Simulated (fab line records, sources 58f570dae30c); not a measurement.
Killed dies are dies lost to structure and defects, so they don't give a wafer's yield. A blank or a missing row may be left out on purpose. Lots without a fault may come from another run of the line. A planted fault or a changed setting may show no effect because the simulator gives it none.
Which tool did it? | flow berkeley_cmos170 | 15 lots, 45 wafers sampled, at 5 steps of a route of 331

WHAT THE GAUGES READ, wafer by wafer
UCB170_PSD_CD_MEAS_06: target cd 1200 nm. Usual: cd_nm 1200.1 nm, standard deviation 1.6.
lot  | measured     | on        | cd_nm (nm)           | flag
L408 | day 8 02:01  | cd_sem-01 | 1201.8 1201.7 1202.5 |
L409 | day 8 08:15  | cd_sem-01 | 1198.1 1198.4 1199.8 |
L410 | day 8 08:23  | cd_sem-02 | 1202.9 1201.9 1200.6 |
L412 | day 8 18:01  | cd_sem-02 | 1197.9 1198.6 1199.2 |
L413 | day 8 18:11  | cd_sem-02 | 1201.9 1203.0 1202.5 |
L416 | day 9 21:03  | cd_sem-02 | 1200.5 1198.7 1200.0 |
L415 | day 9 21:16  | cd_sem-01 | 1200.2 1201.7 1198.9 |
L421 | day 10 10:38 | cd_sem-01 | 1200.7 1199.7 1202.2 |
L419 | day 10 11:28 | cd_sem-02 | 1199.8 1201.1 1199.3 |
L420 | day 10 11:36 | cd_sem-01 | 1200.6 1200.2 1199.6 |
L417 | day 10 11:46 | cd_sem-02 | 1199.5 1198.6 1199.7 |
L425 | day 11 17:26 | cd_sem-02 | 1199.8 1200.0 1200.1 |
L428 | day 11 17:35 | cd_sem-02 | 1199.9 1199.4 1200.0 |
L430 | day 12 08:09 | cd_sem-01 | 1199.7 1199.4 1199.4 |
L431 | day 12 17:22 | cd_sem-02 | 1202.5 1200.6 1199.0 |

UCB170_CONTACT_CD_MEAS_90: target cd 700 nm. Usual: cd_nm 700.2 nm, standard deviation 2.
lot  | measured     | on        | cd_nm (nm)        | flag
L408 | day 8 13:19  | cd_sem-02 | 699.3 699.4 700.5 |
L409 | day 8 18:45  | cd_sem-02 | 698.4 701.2 698.4 |
L410 | day 8 20:01  | cd_sem-02 | 701.0 700.4 702.3 |
L412 | day 9 04:59  | cd_sem-02 | 703.3 698.3 700.4 |
L413 | day 9 04:42  | cd_sem-01 | 696.7 697.6 697.0 |
L416 | day 10 11:41 | cd_sem-01 | 700.6 700.9 699.5 |
L415 | day 10 12:02 | cd_sem-01 | 707.6 702.4 707.5 |
L421 | day 10 19:40 | cd_sem-02 | 704.4 700.4 696.8 |
L419 | day 10 21:52 | cd_sem-01 | 699.7 703.2 705.1 |
L420 | day 10 21:52 | cd_sem-02 | 704.4 704.5 701.7 |
L417 | day 10 22:09 | cd_sem-02 | 700.5 701.6 701.2 |
L425 | day 12 05:04 | cd_sem-02 | 698.8 699.9 700.0 |
L428 | day 12 04:54 | cd_sem-01 | 695.9 698.2 696.9 |
L430 | day 12 19:32 | cd_sem-02 | 703.3 700.8 699.9 |
L431 | day 13 03:42 | cd_sem-01 | 702.4 701.3 702.1 |

UCB170_M1_RS_MEAS_01: measures by four-point-probe. Usual: M1_AL_RS 0.0485 ohm/sq, standard deviation 0.00064.
lot  | measured     | on            | M1_AL_RS (ohm/sq)    | flag
L408 | day 8 13:41  | film_metro-02 | 0.0498 0.0501 0.0490 |
L409 | day 8 19:07  | film_metro-01 | 0.0479 0.0474 0.0480 |
L410 | day 8 20:22  | film_metro-04 | 0.0484 0.0481 0.0484 |
L412 | day 9 05:21  | film_metro-02 | 0.0486 0.0487 0.0482 |
L413 | day 9 05:14  | film_metro-01 | 0.0490 0.0487 0.0487 |
L416 | day 10 12:02 | film_metro-01 | 0.0488 0.0495 0.0500 |
L415 | day 10 12:33 | film_metro-01 | 0.0480 0.0473 0.0482 |
L421 | day 10 20:02 | film_metro-02 | 0.0484 0.0488 0.0482 |
L419 | day 10 22:14 | film_metro-01 | 0.0484 0.0482 0.0487 |
L420 | day 10 22:13 | film_metro-04 | 0.0486 0.0472 0.0487 |
L417 | day 10 22:31 | film_metro-02 | 0.0480 0.0492 0.0477 |
L425 | day 12 05:28 | film_metro-04 | 0.0482 0.0479 0.0477 |
L428 | day 12 05:19 | film_metro-01 | 0.0485 0.0492 0.0494 |
L430 | day 12 19:53 | film_metro-01 | 0.0481 0.0490 0.0490 |
L431 | day 13 04:03 | film_metro-01 | 0.0479 0.0487 0.0488 |

UCB170_V2_BOW_MEAS_03. Usual: V2_BOW 36 um, standard deviation 7.2.
lot  | measured     | on            | V2_BOW (um) | flag
L408 | day 8 23:10  | film_metro-01 | 28 41 25    |
L409 | day 9 06:38  | film_metro-01 | 38 48 31    |
L410 | day 9 07:01  | film_metro-04 | 37 47 46    |
L412 | day 9 17:59  | film_metro-03 | 30 39 29    |
L413 | day 9 17:35  | film_metro-01 | 39 36 36    |
L416 | day 10 21:07 | film_metro-04 | 37 43 33    |
L415 | day 10 22:47 | film_metro-04 | 33 35 26    |
L421 | day 11 07:04 | film_metro-04 | 32 36 39    |
L419 | day 11 11:19 | film_metro-04 | 43 33 41    |
L420 | day 11 10:40 | film_metro-03 | 41 26 36    |
L417 | day 11 11:28 | film_metro-03 | 34 42 28    |
L425 | day 12 17:11 | film_metro-04 | 43 38 42    |
L428 | day 12 17:05 | film_metro-03 | 42 36 31    |
L430 | day 13 07:52 | film_metro-01 | 25 34 31    |
L431 | day 13 14:46 | film_metro-01 | 29 38 20    |

WHICH TOOL RAN EACH LOT (tool, then ch and the chambers of the sampled wafers, then the start)
lot  | UCB170_CONTACT_ETCH_18
L408 | rie_diel-03 ch 2,3, day 8 13:00
L409 | rie_diel-01 ch 0,1,2, day 8 18:00
L410 | rie_diel-01 ch 0,3, day 8 19:00
L412 | rie_diel-02 ch 0,2,3, day 9 04:00
L413 | rie_diel-01 ch 0,1,3, day 9 04:00
L416 | rie_diel-02 ch 2,3, day 10 11:00
L415 | rie_diel-01 ch 2,3, day 10 11:00
L421 | rie_diel-01 ch 1,2,3, day 10 19:00
L419 | rie_diel-01 ch 2,3, day 10 21:00
L420 | rie_diel-02 ch 0,1, day 10 21:00
L417 | rie_diel-03 ch 0,1,3, day 10 21:00
L425 | rie_diel-03 ch 1,2,3, day 12 04:00
L428 | rie_diel-02 ch 1,2, day 12 04:00
L430 | rie_diel-02 ch 0,2,3, day 12 19:00
L431 | rie_diel-01 ch 0,1,3, day 13 03:00
- UCB170_CONTACT_ETCH_18: etches PSG in CHF3/CF4/Ar, stops on TiSi2, target depth 840 nm, time 195 s.

WHAT THE TOOLS THEMSELVES READ (means of the sampled wafers that have a number; where no wafer has one, the mark that the record gives instead)
UCB170_CONTACT_ETCH_18. Usual: cf4_flow_sccm 14.99 sccm, standard deviation 0.048; drypump_motor_current_A 5.5 A, standard deviation 0.43; oes_product_au 0.897 a.u., standard deviation 0.018; rf_fwd_power_W 697.7 W, standard deviation 2.2; throttle_valve_pct 6.95 %, standard deviation 0.061.
lot  | tool        | cf4_flow_sccm (sccm) | drypump_motor_current_A (A) | oes_product_au (a.u.) | rf_fwd_power_W (W) | throttle_valve_pct (%) | flag
L408 | rie_diel-03 | 14.96                | 5.2                         | 0.904                 | 697.6              | 6.95                   |
L409 | rie_diel-01 | 15.01                | 5.7                         | 0.912                 | 697.9              | 6.96                   |
L410 | rie_diel-01 | 15.04                | 5.3                         | 0.891                 | 697.2              | 6.95                   |
L412 | rie_diel-02 | 14.96                | 5.7                         | 0.893                 | 698.4              | 6.93                   |
L413 | rie_diel-01 | 15.03                | 5.4                         | 0.902                 | 697.3              | 6.95                   |
L416 | rie_diel-02 | 15.07                | 5.8                         | 0.902                 | 697.7              | 7.02                   |
L415 | rie_diel-01 | 14.97                | 5.6                         | 0.903                 | 1024.9             | 6.95                   | OFF
L421 | rie_diel-01 | 14.96                | 5.3                         | 0.890                 | 860.3              | 6.95                   | OFF
L419 | rie_diel-01 | 14.96                | 5.6                         | 0.908                 | 1025.9             | 6.95                   | OFF
L420 | rie_diel-02 | 14.96                | 5.8                         | 0.892                 | 700.4              | 6.85                   |
L417 | rie_diel-03 | 15.04                | 5.5                         | 0.907                 | 700.1              | 6.97                   |
L425 | rie_diel-03 | 14.94                | 5.5                         | 0.895                 | 698.0              | 6.98                   |
L428 | rie_diel-02 | 15.04                | 5.4                         | 0.901                 | 698.7              | 6.97                   |
L430 | rie_diel-02 | 14.98                | 5.7                         | 0.883                 | 697.0              | 6.94                   |
L431 | rie_diel-01 | 14.98                | 5.4                         | 0.891                 | 696.5              | 6.96                   |

THE ANSWER, worked out from the rows above alone
Rule: a lot is off if the mean of its wafers that have a number lies more than 3 standard deviations from the usual mean. A lot without any number at a reading at which 4 lots or more have one is off too. The other lots that the step has rows for count as sound. The gauges are gone through in route order, then the tools' own readings, and for those a lot's mean is taken as printed above. The first step at which some lot is off is used, and at that step the reading that is off furthest; a lot without a number counts as furthest.
Off: L415, L421, L419, at UCB170_CONTACT_ETCH_18 (rf_fwd_power_W).
A tool fits if, at that step or a process step before it, it ran every lot that is off, and no sound lot after the first of them. None of those tried fits.

WHAT THE SIMULATOR HAD PUT IN
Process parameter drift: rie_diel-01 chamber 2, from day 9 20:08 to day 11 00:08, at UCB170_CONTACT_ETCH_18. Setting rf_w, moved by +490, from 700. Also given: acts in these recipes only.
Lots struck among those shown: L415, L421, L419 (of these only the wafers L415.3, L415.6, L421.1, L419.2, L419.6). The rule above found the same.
